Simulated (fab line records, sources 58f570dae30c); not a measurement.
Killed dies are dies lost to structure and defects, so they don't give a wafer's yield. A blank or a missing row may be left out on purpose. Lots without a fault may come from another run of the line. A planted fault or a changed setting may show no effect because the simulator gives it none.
fab line records | flow berkeley_cmos170
record lots=5 wafers=15 last_day=12
route steps=331 shown PFIELD@85 FIELD@89 SACOX@97 SCREENOX@100 NVT@104 PVT@115 GATE@125
lots that met no fault: from a run of the same line without faults
start_h: hours from the record's first day to the start of the lot's first wafer shown | wait_h: hours since the lot's step before | " the same as in the row above | L1.1+2: a row that stands for several wafers | - no value, or no start given | * or withheld: withheld | < > ~ a bound
route shown NAME@n: a module of which the file shows steps, and the number in the route of the first | usual: mean/standard deviation of fault-free wafers | same: alike in all rows | chamber/n: place in a boat | sites: the reading at each site | _std_site: their standard deviation | _edge_site: outer sites' mean less inner sites' | radius_mm: how far each site lies from the wafer's centre | mask NAME#n: copy n | behind: the tool/chamber that last shaped the wafer | hold: why the lot was held/for how many hours/how that ended | device: the transistor (n, p or np) that didn't switch | end of line: the same wafers' tests at the end of the route | a step without rows: its recipe alone | killed: dies lost to structure and defects at the first sort, not the wafer's yield | map: a wafer's dies, x killed, . not, _ none there
set.NAME: the setting as run; set.NAME@STEP: as run at that earlier step | model.NAME: the simulator's own value behind a step, which no gauge read
lots at some steps of the route; a table a step, a row a wafer
services: from which hour (start_h, from the record's first day; less than 0 if before it) a tool's chamber was out of use, for how many hours, and why
## steps
# step UCB170_PFIELD_OVL_MEAS_06
# usual PFIELD_OVL=-1/6
# columns lot.wafer tool chamber start_h wait_h PFIELD_OVL[nm]
L075.3 overlay-02 - 100.12 - 1
L075.5 " - " " 6
L075.6 " - " " 14
L077.4 overlay-01 - 103.86 - -6
L077.5 " - " " 0
L077.6 " - " " -8
L085.3 overlay-02 - 145.31 - -2
L085.4 " - " " 3
L085.5 " - " " -5
L092.1 overlay-01 - 169.82 - -6
L092.2 " - " " -9
L092.4 " - " " -7
L097.1 overlay-02 - 206.46 - 0
L097.3 " - " " -1
L097.6 " - " " 0
# step UCB170_PFIELD_IMPLANT_07
# recipe species=B dose_cm2=2e+13 energy_kev=80 tilt_deg=7
# usual beam_energy_keV=79.997/0.027
# columns lot.wafer tool chamber start_h wait_h beam_energy_keV
L075.3 implanter-01 0 100.19 0.1 79.983
L075.5 " 0 " " 80.001
L075.6 " 0 " " 79.998
L077.4 implanter-02 0 103.95 0.1 80.028
L077.5 " 0 " " 80.034
L077.6 " 0 " " 79.956
L085.3 implanter-02 0 145.39 0.1 79.965
L085.4 " 0 " " 79.943
L085.5 " 0 " " 79.931
L092.1 implanter-02 0 169.86 0.0 79.985
L092.2 " 0 " " 79.951
L092.4 " 0 " " 79.973
L097.1 implanter-02 0 206.49 0.0 79.990
L097.3 " 0 " " 79.988
L097.6 " 0 " " 79.966
# step UCB170_PFIELD_STRIP_08
# recipe chemistry=O2 power_w=400 pressure_mtorr=3500 platen_temp_c=withheld o2_flow_sccm=400 overash_fraction=0.5
# usual drypump_motor_current_A=5.5/0.39 o2_flow_sccm=399.8/1.1 oes_product_au=0.734/0.0044 strip_time_to_endpoint_s=21.62/0.066
# columns lot.wafer tool chamber start_h wait_h drypump_motor_current_A o2_flow_sccm oes_product_au rf_hours_counter_h strip_time_to_endpoint_s
L075.3 plasma_asher-03 1 100.32 0.1 5.8 400.8 0.736 - 21.53
L075.5 " 0 " " 5.1 399.4 0.738 - 21.63
L075.6 " 1 " " 5.8 401.4 0.737 - 21.60
L077.4 plasma_asher-04 0 104.06 0.1 5.3 400.4 0.736 - 21.56
L077.5 " 1 " " 6.0 399.9 0.734 - 21.60
L077.6 " 0 " " 5.3 399.0 0.737 - 21.59
L085.3 plasma_asher-01 0 145.52 0.1 6.0 400.6 0.719 - 21.60
L085.4 " 1 " " 5.2 399.7 0.741 - 21.50
L085.5 " 0 " " 6.0 401.4 0.739 - 21.63
L092.1 plasma_asher-01 1 170.01 0.1 5.2 399.6 0.729 50 21.60
L092.2 " 0 " " 6.0 397.1 0.737 50 21.65
L092.4 " 0 " " 6.0 399.2 0.734 - 21.59
L097.1 plasma_asher-04 0 206.64 0.1 5.3 399.8 0.734 44 21.67
L097.3 " 1 " " 6.0 399.2 0.728 - 21.66
L097.6 " 0 " " 5.3 399.2 0.733 - 21.70
# step UCB170_PFIELD_TW_MEAS_09
# usual PFIELD_TW=603/6.1
# columns lot.wafer tool chamber start_h wait_h PFIELD_TW
L075.3 film_metro-03 - 100.41 0.1 602
L075.5 " - " " 599
L075.6 " - " " 599
L077.4 film_metro-01 - 104.15 0.1 608
L077.5 " - " " 606
L077.6 " - " " 607
L085.3 film_metro-01 - 145.61 0.1 599
L085.4 " - " " 604
L085.5 " - " " 600
L092.1 film_metro-03 - 170.11 0.1 594
L092.2 " - " " 595
L092.4 " - " " 597
L097.1 film_metro-01 - 206.74 0.1 599
L097.3 " - " " 599
L097.6 " - " " 600
# step UCB170_FIELD_CLEAN_00
# recipe chemistry=dHF dilution=25:1 time_s=7.5
# columns lot.wafer tool chamber start_h wait_h
L075.3+5+6 wet_bench-01 1 100.45 0.0
L077.4+5+6 wet_bench-01 1 104.18 0.0
L085.3+4+5 wet_bench-04 1 145.65 0.0
L092.1+2+4 wet_bench-01 3 170.86 0.7
L097.1+3+6 wet_bench-04 0 206.80 0.1
# step UCB170_FIELD_OXIDATION_01
# recipe temp_c=1000 ambient=H2O p_h2o_torr=584.62 target_thk_a=5583 ox_time_s=7200
# columns lot.wafer tool chamber start_h wait_h
L075.3+5+6 furnace-03 0 103.76 3.3
L077.4+5+6 furnace-03 0 108.26 4.1
L085.3+4+5 furnace-03 0 148.69 3.0
L092.1+2+4 furnace-03 0 172.52 1.6
L097.1+3+6 furnace-04 0 210.24 3.4
# step UCB170_FIELD_THK_MEAS_02
# recipe reads=SiO2_of_FIELD_OXIDATION_01
# usual FIELD_OXIDE_THK=565/13
# columns lot.wafer tool chamber start_h wait_h FIELD_OXIDE_THK[nm]
L075.3 film_metro-01 - 106.78 0.0 575
L075.5 " - " " 576
L075.6 " - " " 557
L077.4 film_metro-01 - 111.29 0.0 572
L077.5 " - " " 580
L077.6 " - " " 558
L085.3 film_metro-04 - 151.71 0.0 570
L085.4 " - " " 573
L085.5 " - " " 566
L092.1 film_metro-02 - 175.54 0.0 545
L092.2 " - " " 554
L092.4 " - " " 556
L097.1 film_metro-04 - 213.24 0.0 558
L097.3 " - " " 565
L097.6 " - " " 559
# step UCB170_FIELD_ANNEAL_03
# recipe temp_c=1000 time_s=1200 ambient=N2
# columns lot.wafer tool chamber start_h wait_h
L075.3+5+6 furnace-04 0 109.65 2.9
L077.4+5+6 furnace-03 0 112.61 1.3
L085.3+4+5 furnace-03 0 153.04 1.3
L092.1+2+4 furnace-04 0 181.00 5.5
L097.1+3+6 furnace-03 0 214.90 1.6
# step UCB170_FIELD_WET_ETCH_04
# recipe chemistry=dHF dilution=10:1 target=SiO2 temp_c=25 time_s=60
# columns lot.wafer tool chamber start_h wait_h
L075.3+5+6 wet_bench-01 0 110.99 0.0
L077.4+5+6 wet_bench-01 3 114.05 0.1
L085.3+4+5 wet_bench-04 0 154.37 0.0
L092.1+2+4 wet_bench-01 0 182.34 0.0
L097.1+3+6 wet_bench-04 1 216.23 0.0
# step UCB170_FIELD_WET_ETCH_05
# recipe chemistry=H3PO4 target=Si3N4 temp_c=160 time_s=12600
# columns lot.wafer tool chamber start_h wait_h
L075.3+5+6 wet_bench-03 2 111.01 0.0
L077.4+5+6 wet_bench-01 0 114.25 0.2
L085.3+4+5 wet_bench-01 0 154.40 0.0
L092.1+2+4 wet_bench-04 1 182.36 0.0
L097.1+3+6 wet_bench-01 3 216.26 0.0
# step UCB170_FIELD_WET_ETCH_06
# recipe chemistry=BOE dilution=5:1 target=SiO2 temp_c=25 time_s=22
# columns lot.wafer tool chamber start_h wait_h
L075.3+5+6 wet_bench-04 2 116.14 1.6
L077.4+5+6 wet_bench-04 2 117.76 0.0
L085.3+4+5 wet_bench-03 0 157.91 0.0
L092.1+2+4 wet_bench-01 0 186.19 0.0
L097.1+3+6 wet_bench-01 3 219.77 0.0
# step UCB170_FIELD_THK_MEAS_90
# recipe reads=SiO2_of_FIELD_OXIDATION_01
# usual FIELD_OXIDE_LEFT_1_THK=448/13
# columns lot.wafer tool chamber start_h wait_h FIELD_OXIDE_LEFT_1_THK[nm]
L075.3 film_metro-02 - 116.18 0.0 458
L075.5 " - " " 459
L075.6 " - " " 442
L077.4 film_metro-01 - 117.81 0.0 454
L077.5 " - " " 463
L077.6 " - " " 440
L085.3 film_metro-04 - 157.94 0.0 454
L085.4 " - " " 458
L085.5 " - " " 451
L092.1 film_metro-04 - 186.20 0.0 428
L092.2 " - " " 438
L092.4 " - " " 440
L097.1 film_metro-04 - 219.78 0.0 442
L097.3 " - " " 448
L097.6 " - " " 441
# step UCB170_SACOX_CLEAN_00
# recipe chemistry=dHF dilution=25:1 time_s=7.5
# columns lot.wafer tool chamber start_h wait_h
L075.3+5+6 wet_bench-04 2 117.01 0.8
L077.4+5+6 wet_bench-04 1 117.84 0.0
L085.3+4+5 wet_bench-02 0 157.98 0.0
L092.1+2+4 wet_bench-02 3 186.26 0.1
L097.1+3+6 wet_bench-01 1 219.84 0.1
# step UCB170_SACOX_OXIDATION_01
# recipe temp_c=900 ambient=O2 target_thk_a=144 ox_time_s=2400
# columns lot.wafer tool chamber start_h wait_h
L075.3+5+6 furnace-02 0 117.02 0.0
L077.4+5+6 furnace-01 0 119.07 1.2
L085.3+4+5 furnace-01 0 160.77 2.8
L092.1+2+4 furnace-03 0 188.65 2.4
L097.1+3+6 furnace-01 0 221.22 1.4
# step UCB170_SACOX_THK_MEAS_02
# recipe reads=SiO2_of_SACOX_OXIDATION_01
# usual SACOX_OXIDE_THK=14.48/0.29
# columns lot.wafer tool chamber start_h wait_h SACOX_OXIDE_THK[nm]
L075.3 film_metro-02 - 118.71 0.0 15.22
L075.5 " - " " 14.97
L075.6 " - " " 15.25
L077.4 film_metro-03 - 120.77 0.0 14.92
L077.5 " - " " 14.71
L077.6 " - " " 14.60
L085.3 film_metro-04 - 162.45 0.0 14.17
L085.4 " - " " 14.37
L085.5 " - " " 14.18
L092.1 film_metro-02 - 190.31 0.0 13.89
L092.2 " - " " 14.14
L092.4 " - " " 14.47
L097.1 film_metro-02 - 222.88 0.0 14.55
L097.3 " - " " 14.49
L097.6 " - " " 14.65
# step UCB170_SCREENOX_WET_ETCH_00
# recipe chemistry=dHF dilution=25:1 target=SiO2 temp_c=25 time_s=200
# columns lot.wafer tool chamber start_h wait_h
L075.3+5+6 wet_bench-01 1 118.75 0.0
L077.4+5+6 wet_bench-01 1 120.80 0.0
L085.3+4+5 wet_bench-02 3 162.49 0.0
L092.1+2+4 wet_bench-01 2 190.44 0.1
L097.1+3+6 wet_bench-03 0 224.18 1.3
# step UCB170_SCREENOX_OXIDATION_01
# recipe temp_c=900 ambient=O2 target_thk_a=144 ox_time_s=2400
# columns lot.wafer tool chamber start_h wait_h
L075.3+5+6 furnace-03 0 121.42 2.6
L077.4+5+6 furnace-03 0 121.42 0.6
L085.3+4+5 furnace-01 0 164.93 2.4
L092.1+2+4 furnace-03 0 193.00 2.5
L097.1+3+6 furnace-04 0 224.76 0.5
# step UCB170_SCREENOX_THK_MEAS_02
# recipe reads=SiO2_of_SCREENOX_OXIDATION_01
# usual SCREENOX_OXIDE_THK=14.4/0.34
# columns lot.wafer tool chamber start_h wait_h SCREENOX_OXIDE_THK[nm]
L075.3 film_metro-02 - 123.11 0.0 14.7
L075.5 " - " " 14.7
L075.6 " - " " 14.6
L077.4 film_metro-01 - 123.12 0.0 14.7
L077.5 " - " " 14.9
L077.6 " - " " 14.7
L085.3 film_metro-01 - 166.62 0.0 13.8
L085.4 " - " " 13.9
L085.5 " - " " 13.9
L092.1 film_metro-02 - 194.66 0.0 14.6
L092.2 " - " " 14.5
L092.4 " - " " 14.5
L097.1 film_metro-01 - 226.43 0.0 14.0
L097.3 " - " " 14.2
L097.6 " - " " 14.2
# step UCB170_SCREENOX_ANNEAL_03
# recipe temp_c=900 time_s=900 ambient=N2
# columns lot.wafer tool chamber start_h wait_h
L075.3+5+6 furnace-01 0 126.77 3.6
L077.4+5+6 furnace-01 0 126.77 3.6
L085.3+4+5 furnace-01 0 168.10 1.5
L092.1+2+4 furnace-03 0 195.91 1.2
L097.1+3+6 furnace-04 0 227.93 1.5
# step UCB170_NVT_HMDS_00
# recipe prime_time_s=60 prime_temp_c=100
# columns lot.wafer tool chamber start_h wait_h
L075.3+5+6 litho_track-01 0 128.07 0.1
L077.4+5+6 litho_track-04 0 128.40 0.4
L085.3+4+5 litho_track-01 0 169.48 0.1
L092.1+2+4 litho_track-04 0 197.32 0.2
L097.1+3+6 litho_track-01 0 229.18 0.0
# step UCB170_NVT_COAT_01
# recipe resist=KrF spin_rpm=1500 resist_thk_nm=900
# columns lot.wafer tool chamber start_h wait_h
L075.3+5+6 litho_track-01 0 128.22 0.1
L077.4+5+6 litho_track-04 0 128.55 0.1
L085.3+4+5 litho_track-01 0 169.63 0.1
L092.1+2+4 litho_track-04 0 197.47 0.1
L097.1+3+6 litho_track-01 0 229.33 0.1
# step UCB170_NVT_SOFTBAKE_02
# recipe resist=KrF temp_c=130 time_s=60
# usual heater_power_total_W=56.80/0.044
# columns lot.wafer tool chamber start_h wait_h heater_power_total_W
L075.3 litho_track-01 0 128.37 0.1 56.77
L075.5 " 0 " " 56.82
L075.6 " 0 " " 56.82
L077.4 litho_track-04 0 128.70 0.1 56.83
L077.5 " 0 " " 56.85
L077.6 " 0 " " 56.83
L085.3 litho_track-01 0 169.78 0.1 56.80
L085.4 " 0 " " 56.75
L085.5 " 0 " " 56.81
L092.1 litho_track-04 0 197.62 0.1 56.90
L092.2 " 0 " " 56.76
L092.4 " 0 " " 56.77
L097.1 litho_track-01 0 229.48 0.1 56.72
L097.3 " 0 " " 56.78
L097.6 " 0 " " 56.75
# step UCB170_NVT_EXPOSE_03
# recipe mask_id=PWELL target_cd_nm=3000 na=0.5 sigma_outer=0.6 source_shape=conventional dose_mj=30
# columns lot.wafer tool chamber start_h wait_h mask
L075.3+5+6 krf_scanner-02 0 128.51 0.1 PWELL#0
L077.4+5+6 krf_scanner-02 0 128.84 0.1 PWELL#0
L085.3+4+5 krf_scanner-02 0 170.04 0.2 PWELL#0
L092.1+2+4 krf_scanner-01 0 197.77 0.1 PWELL#0
L097.1+3+6 krf_scanner-01 0 229.75 0.2 PWELL#0
# step UCB170_NVT_PEB_04
# recipe peb_temp_c=130 peb_time_s=withheld resist=KrF
# usual heater_power_total_W=56.80/0.051
# columns lot.wafer tool chamber start_h wait_h heater_power_total_W
L075.3 litho_track-03 0 128.79 0.3 56.73
L075.5 " 0 " " 56.80
L075.6 " 0 " " 56.81
L077.4 litho_track-03 0 129.09 0.2 56.71
L077.5 " 0 " " 56.82
L077.6 " 0 " " 56.76
L085.3 litho_track-03 0 170.17 0.1 56.72
L085.4 " 0 " " 56.75
L085.5 " 0 " " 56.74
L092.1 litho_track-04 0 198.49 0.7 56.81
L092.2 " 0 " " 56.81
L092.4 " 0 " " 56.81
L097.1 litho_track-03 0 230.04 0.3 56.70
L097.3 " 0 " " 56.78
L097.6 " 0 " " 56.77
# step UCB170_NVT_DEVELOP_05
# recipe developer=TMAH develop_time_s=45 resist=KrF dev_temp_c=21
# usual developer_temp_C=21.02/0.12
# columns lot.wafer tool chamber start_h wait_h developer_temp_C
L075.3 litho_track-03 0 - - 21.01
L075.5 " 0 " " 21.26
L075.6 " 0 " " 21.31
L077.4 litho_track-03 0 - - 20.84
L077.5 " 0 " " 20.82
L077.6 " 0 " " 20.85
L085.3 litho_track-03 0 - - 20.85
L085.4 " 0 " " 21.02
L085.5 " 0 " " 20.83
L092.1 litho_track-04 0 - - 20.95
L092.2 " 0 " " 21.09
L092.4 " 0 " " 20.93
L097.1 litho_track-03 0 - - 20.95
L097.3 " 0 " " 21.07
L097.6 " 0 " " 21.13
# step UCB170_NVT_OVL_MEAS_06
# usual NVT_OVL=0/5.2
# columns lot.wafer tool chamber start_h wait_h NVT_OVL[nm]
L075.3 overlay-02 - 129.03 - -1
L075.5 " - " " 1
L075.6 " - " " -1
L077.4 overlay-02 - 129.31 - -1
L077.5 " - " " 0
L077.6 " - " " -2
L085.3 overlay-02 - 170.41 - -2
L085.4 " - " " 0
L085.5 " - " " -7
L092.1 overlay-01 - 198.77 - -1
L092.2 " - " " -3
L092.4 " - " " -5
L097.1 overlay-01 - 230.31 - -4
L097.3 " - " " -7
L097.6 " - " " 6
# step UCB170_NVT_IMPLANT_07
# recipe species=BF2 dose_cm2=3e+12 energy_kev=50 tilt_deg=7
# usual beam_energy_keV=50.004/0.013
# columns lot.wafer tool chamber start_h wait_h beam_energy_keV
L075.3 implanter-02 0 129.10 0.1 50.009
L075.5 " 0 " " 50.006
L075.6 " 0 " " 50.022
L077.4 implanter-03 0 129.40 0.1 49.996
L077.5 " 0 " " 49.984
L077.6 " 0 " " 49.965
L085.3 implanter-02 0 170.48 0.1 50.005
L085.4 " 0 " " 49.998
L085.5 " 0 " " 49.999
L092.1 implanter-03 0 198.81 0.0 49.994
L092.2 " 0 " " 49.974
L092.4 " 0 " " 49.997
L097.1 implanter-03 0 230.35 0.0 50.003
L097.3 " 0 " " 50.000
L097.6 " 0 " " 50.006
# step UCB170_NVT_STRIP_08
# recipe chemistry=O2 power_w=400 pressure_mtorr=3500 platen_temp_c=withheld o2_flow_sccm=400 overash_fraction=0.5
# usual drypump_motor_current_A=5.7/0.43 o2_flow_sccm=400.0/1.2 oes_product_au=0.734/0.0047 strip_time_to_endpoint_s=21.63/0.061
# columns lot.wafer tool chamber start_h wait_h drypump_motor_current_A o2_flow_sccm oes_product_au rf_hours_counter_h strip_time_to_endpoint_s
L075.3 plasma_asher-02 1 129.24 0.1 5.8 398.8 0.739 - 21.62
L075.5 " 0 " " 6.2 401.0 0.733 - 21.57
L075.6 " 1 " " 5.8 399.4 0.737 - 21.61
L077.4 plasma_asher-01 0 129.51 0.1 6.0 400.5 0.736 - 21.61
L077.5 " 1 " " 5.2 401.0 0.739 - 21.61
L077.6 " 0 " " 6.0 399.7 0.741 - 21.58
L085.3 plasma_asher-03 1 170.61 0.1 5.8 400.7 0.733 - 21.59
L085.4 " 0 " " 5.1 400.2 0.733 - 21.54
L085.5 " 0 " " 5.1 400.1 0.730 - 21.59
L092.1 plasma_asher-02 1 198.96 0.1 5.8 400.3 0.741 45 21.59
L092.2 " 0 " " 6.2 397.6 0.736 45 21.60
L092.4 " 1 " " 5.8 399.5 0.727 - 21.71
L097.1 plasma_asher-01 0 230.50 0.1 6.1 402.1 0.730 57 21.65
L097.3 " 1 " " 5.2 399.6 0.730 - 21.64
L097.6 " 0 " " 6.0 402.3 0.739 - 21.65
# step UCB170_NVT_TW_MEAS_09
# usual NVT_TW=526/5.1
# columns lot.wafer tool chamber start_h wait_h NVT_TW
L075.3 film_metro-01 - 129.32 0.1 520
L075.5 " - " " 522
L075.6 " - " " 523
L077.4 film_metro-03 - 129.61 0.1 522
L077.5 " - " " 519
L077.6 " - " " 522
L085.3 film_metro-01 - 170.70 0.1 525
L085.4 " - " " 524
L085.5 " - " " 525
L092.1 film_metro-03 - 199.06 0.1 521
L092.2 " - " " 520
L092.4 " - " " 520
L097.1 film_metro-04 - 230.60 0.1 532
L097.3 " - " " 533
L097.6 " - " " 531
# step UCB170_NVT_CLEAN_10
# recipe chemistry=SPM temp_c=120 time_s=600
# columns lot.wafer tool chamber start_h wait_h
L075.3+5+6 wet_bench-02 3 129.36 0.0
L077.4+5+6 wet_bench-02 2 129.71 0.1
L085.3+4+5 wet_bench-02 2 171.58 0.9
L092.1+2+4 wet_bench-04 2 199.12 0.1
L097.1+3+6 wet_bench-02 3 230.66 0.1
# step UCB170_PVT_HMDS_00
# recipe prime_time_s=60 prime_temp_c=100
# columns lot.wafer tool chamber start_h wait_h
L075.3+5+6 litho_track-04 0 129.59 0.1
L077.4+5+6 litho_track-03 0 129.96 0.1
L085.3+4+5 litho_track-02 0 172.08 0.3
L092.1+2+4 litho_track-02 0 200.27 1.0
L097.1+3+6 litho_track-03 0 230.86 0.0
# step UCB170_PVT_COAT_01
# recipe resist=KrF spin_rpm=1500 resist_thk_nm=900
# columns lot.wafer tool chamber start_h wait_h
L075.3+5+6 litho_track-04 0 129.74 0.1
L077.4+5+6 litho_track-03 0 130.11 0.1
L085.3+4+5 litho_track-02 0 172.23 0.1
L092.1+2+4 litho_track-02 0 200.42 0.1
L097.1+3+6 litho_track-03 0 231.01 0.1
# step UCB170_PVT_SOFTBAKE_02
# recipe resist=KrF temp_c=130 time_s=62.52
# usual heater_power_total_W=56.75/0.054 plate_sensor_t_centre_C=131.41/0.011 plate_sensor_t_edge_C=131.53/0.01
# columns lot.wafer tool chamber start_h wait_h heater_power_total_W plate_sensor_t_centre_C plate_sensor_t_edge_C
L075.3 litho_track-04 0 129.89 0.1 56.73 131.4 131.53
L075.5 " 0 " " 56.71 131.43 131.54
L075.6 " 0 " " 56.76 131.42 131.54
L077.4 litho_track-03 0 130.26 0.1 56.82 131.41 131.52
L077.5 " 0 " " 56.78 131.42 131.56
L077.6 " 0 " " 56.67 131.4 131.53
L085.3 litho_track-02 0 172.38 0.1 56.81 131.4 131.53
L085.4 " 0 " " 56.82 131.39 131.53
L085.5 " 0 " " 56.67 131.41 131.53
L092.1 litho_track-02 0 200.57 0.1 56.79 131.4 131.53
L092.2 " 0 " " 56.82 131.41 131.53
L092.4 " 0 " " 56.76 131.41 131.52
L097.1 litho_track-03 0 231.16 0.1 56.77 131.4 131.53
L097.3 " 0 " " 56.69 131.41 131.52
L097.6 " 0 " " 56.83 131.42 131.51
# step UCB170_PVT_EXPOSE_03
# recipe mask_id=NWELL target_cd_nm=3000 na=0.5 sigma_outer=0.6 source_shape=conventional dose_mj=30
# columns lot.wafer tool chamber start_h wait_h mask
L075.3+5+6 krf_scanner-02 0 130.03 0.1 NWELL#0
L077.4+5+6 krf_scanner-02 0 130.40 0.1 NWELL#0
L085.3+4+5 krf_scanner-01 0 172.65 0.2 NWELL#0
L092.1+2+4 krf_scanner-02 0 200.85 0.2 NWELL#0
L097.1+3+6 krf_scanner-01 0 231.48 0.3 NWELL#0
# step UCB170_PVT_PEB_04
# recipe peb_temp_c=130 peb_time_s=withheld resist=KrF
# usual heater_power_total_W=56.81/0.048
# columns lot.wafer tool chamber start_h wait_h heater_power_total_W
L075.3 litho_track-04 0 130.16 0.1 56.88
L075.5 " 0 " " 56.78
L075.6 " 0 " " 56.82
L077.4 litho_track-04 0 130.53 0.1 56.71
L077.5 " 0 " " 56.82
L077.6 " 0 " " 56.80
L085.3 litho_track-04 0 172.77 0.1 56.85
L085.4 " 0 " " 56.77
L085.5 " 0 " " 56.81
L092.1 litho_track-03 0 201.47 0.6 56.77
L092.2 " 0 " " 56.79
L092.4 " 0 " " 56.82
L097.1 litho_track-02 0 231.77 0.3 56.73
L097.3 " 0 " " 56.87
L097.6 " 0 " " 56.84
# step UCB170_PVT_DEVELOP_05
# recipe developer=TMAH develop_time_s=45 resist=KrF dev_temp_c=21
# usual developer_temp_C=20.98/0.1
# columns lot.wafer tool chamber start_h wait_h developer_temp_C
L075.3 litho_track-04 0 - - 21.09
L075.5 " 0 " " 21.05
L075.6 " 0 " " 20.98
L077.4 litho_track-04 0 - - 20.90
L077.5 " 0 " " 21.12
L077.6 " 0 " " 20.85
L085.3 litho_track-04 0 - - 20.93
L085.4 " 0 " " 21.00
L085.5 " 0 " " 20.86
L092.1 litho_track-03 0 - - 20.93
L092.2 " 0 " " 20.94
L092.4 " 0 " " 20.98
L097.1 litho_track-02 0 - - 21.16
L097.3 " 0 " " 21.05
L097.6 " 0 " " 21.10
# step UCB170_PVT_OVL_MEAS_06
# usual PVT_OVL=-4/6
# columns lot.wafer tool chamber start_h wait_h PVT_OVL[nm]
L075.3 overlay-02 - 130.39 - -4
L075.5 " - " " -1
L075.6 " - " " -7
L077.4 overlay-02 - 130.75 - -2
L077.5 " - " " -5
L077.6 " - " " -11
L085.3 overlay-02 - 173.01 - 2
L085.4 " - " " 0
L085.5 " - " " 2
L092.1 overlay-01 - 201.74 - -2
L092.2 " - " " -6
L092.4 " - " " -4
L097.1 overlay-02 - 232.04 - -7
L097.3 " - " " -4
L097.6 " - " " 3
# step UCB170_PVT_IMPLANT_07
# recipe species=P dose_cm2=1.971e+12 energy_kev=30 tilt_deg=7
# usual beam_energy_keV=30.001/0.011
# columns lot.wafer tool chamber start_h wait_h beam_energy_keV
L075.3 implanter-03 0 130.47 0.1 29.980
L075.5 " 0 " " 29.992
L075.6 " 0 " " 30.012
L077.4 implanter-01 0 130.84 0.1 30.007
L077.5 " 0 " " 29.989
L077.6 " 0 " " 29.984
L085.3 implanter-04 0 173.09 0.1 29.999
L085.4 " 0 " " 30.013
L085.5 " 0 " " 30.013
L092.1 implanter-04 0 201.78 0.0 30.013
L092.2 " 0 " " 30.005
L092.4 " 0 " " 30.000
L097.1 implanter-01 0 232.08 0.0 29.994
L097.3 " 0 " " 30.007
L097.6 " 0 " " 30.007
# step UCB170_PVT_STRIP_08
# recipe chemistry=O2 power_w=400 pressure_mtorr=3500 platen_temp_c=withheld o2_flow_sccm=400 overash_fraction=0.5
# usual drypump_motor_current_A=5.7/0.37 o2_flow_sccm=400.0/1.3 oes_product_au=0.735/0.0045 strip_time_to_endpoint_s=21.64/0.064
# columns lot.wafer tool chamber start_h wait_h drypump_motor_current_A o2_flow_sccm oes_product_au rf_hours_counter_h strip_time_to_endpoint_s
L075.3 plasma_asher-04 0 130.60 0.1 5.3 399.8 0.737 - 21.54
L075.5 " 0 " " 5.3 399.0 0.736 - 21.66
L075.6 " 1 " " 5.9 401.0 0.738 - 21.62
L077.4 plasma_asher-01 0 130.95 0.1 6.0 401.2 0.741 - 21.58
L077.5 " 1 " " 5.2 399.0 0.733 - 21.56
L077.6 " 0 " " 6.0 399.7 0.736 - 21.60
L085.3 plasma_asher-01 1 173.22 0.1 5.1 400.1 0.737 - 21.66
L085.4 " 0 " " 6.0 401.5 0.735 - 21.61
L085.5 " 0 " " 6.0 400.9 0.727 - 21.63
L092.1 plasma_asher-04 0 201.93 0.1 5.3 400.6 0.742 43 21.67
L092.2 " 1 " " 5.9 397.7 0.740 43 21.73
L092.4 " 0 " " 5.3 398.2 0.747 - 21.66
L097.1 plasma_asher-04 0 232.23 0.1 5.3 401.3 0.729 47 21.67
L097.3 " 1 " " 5.9 398.6 0.736 - 21.64
L097.6 " 1 " " 5.9 399.9 0.730 - 21.64
# step UCB170_PVT_TW_MEAS_09
# usual PVT_TW=506/5.3
# columns lot.wafer tool chamber start_h wait_h PVT_TW
L075.3 film_metro-02 - 130.69 0.1 503
L075.5 " - " " 501
L075.6 " - " " 501
L077.4 film_metro-02 - 131.05 0.1 499
L077.5 " - " " 500
L077.6 " - " " 501
L085.3 film_metro-04 - 173.31 0.1 512
L085.4 " - " " 511
L085.5 " - " " 512
L092.1 film_metro-02 - 202.03 0.1 498
L092.2 " - " " 500
L092.4 " - " " 500
L097.1 film_metro-02 - 232.33 0.1 503
L097.3 " - " " 502
L097.6 " - " " 504
# step UCB170_GATE_WET_ETCH_00
# recipe chemistry=dHF dilution=25:1 target=SiO2 temp_c=25 time_s=200
# columns lot.wafer tool chamber start_h wait_h
L075.3+5+6 wet_bench-01 3 130.73 0.0
L077.4+5+6 wet_bench-04 2 131.08 0.0
L085.3+4+5 wet_bench-04 3 174.15 0.8
L092.1+2+4 wet_bench-01 0 202.09 0.1
L097.1+3+6 wet_bench-01 1 232.39 0.1
# step UCB170_FIELD_THK_MEAS_91
# recipe reads=SiO2_of_FIELD_OXIDATION_01
# usual FIELD_OXIDE_LEFT_2_THK=360/13
# columns lot.wafer tool chamber start_h wait_h FIELD_OXIDE_LEFT_2_THK[nm]
L075.3 film_metro-04 - 130.82 0.0 371
L075.5 " - " " 372
L075.6 " - " " 354
L077.4 film_metro-01 - 131.17 0.0 366
L077.5 " - " " 374
L077.6 " - " " 353
L085.3 film_metro-04 - 174.24 0.0 366
L085.4 " - " " 370
L085.5 " - " " 362
L092.1 film_metro-01 - 202.16 0.0 340
L092.2 " - " " 350
L092.4 " - " " 352
L097.1 film_metro-04 - 232.45 0.0 352
L097.3 " - " " 358
L097.6 " - " " 351
# step UCB170_GATE_OXIDATION_01
# recipe temp_c=850 ambient=O2 target_thk_a=66 ox_time_s=1800
# columns lot.wafer tool chamber start_h wait_h
L075.3+5+6 furnace-04 0 135.19 4.4
L077.4+5+6 furnace-04 0 135.19 4.0
L085.3+4+5 furnace-01 0 179.20 5.0
L092.1+2+4 furnace-04 0 205.89 3.7
L097.1+3+6 furnace-01 0 232.73 0.3
## services
# columns tool chamber start_h hours kind
implanter-03 - 78.17 2.6 repair
plasma_asher-02 - 87.25 28.1 pm
furnace-04 - 90.17 3.7 pm
implanter-04 - 90.47 5.8 pm
krf_scanner-01 - 92.28 1.0 pm
krf_scanner-02 - 93.37 1.0 pm
furnace-01 - 98.90 4.1 pm
implanter-04 - 102.11 2.8 repair
krf_scanner-01 - 106.65 1.3 pm
plasma_asher-03 - 108.75 9.0 pm
implanter-03 - 123.36 2.4 repair
krf_scanner-01 - 124.81 0.8 pm
krf_scanner-01 - 125.65 33.6 repair
implanter-04 - 131.99 4.5 pm
implanter-04 - 141.83 2.4 repair
plasma_asher-02 - 151.98 11.8 pm
krf_scanner-02 - 159.35 1.3 pm
implanter-04 - 173.70 2.2 repair
furnace-03 - 175.52 3.2 pm
implanter-04 - 183.26 2.2 repair
furnace-04 - 195.80 2.9 pm
krf_scanner-02 - 203.73 0.8 pm
implanter-01 - 216.13 3.0 pm
krf_scanner-02 - 219.97 0.8 pm
## key
fault none
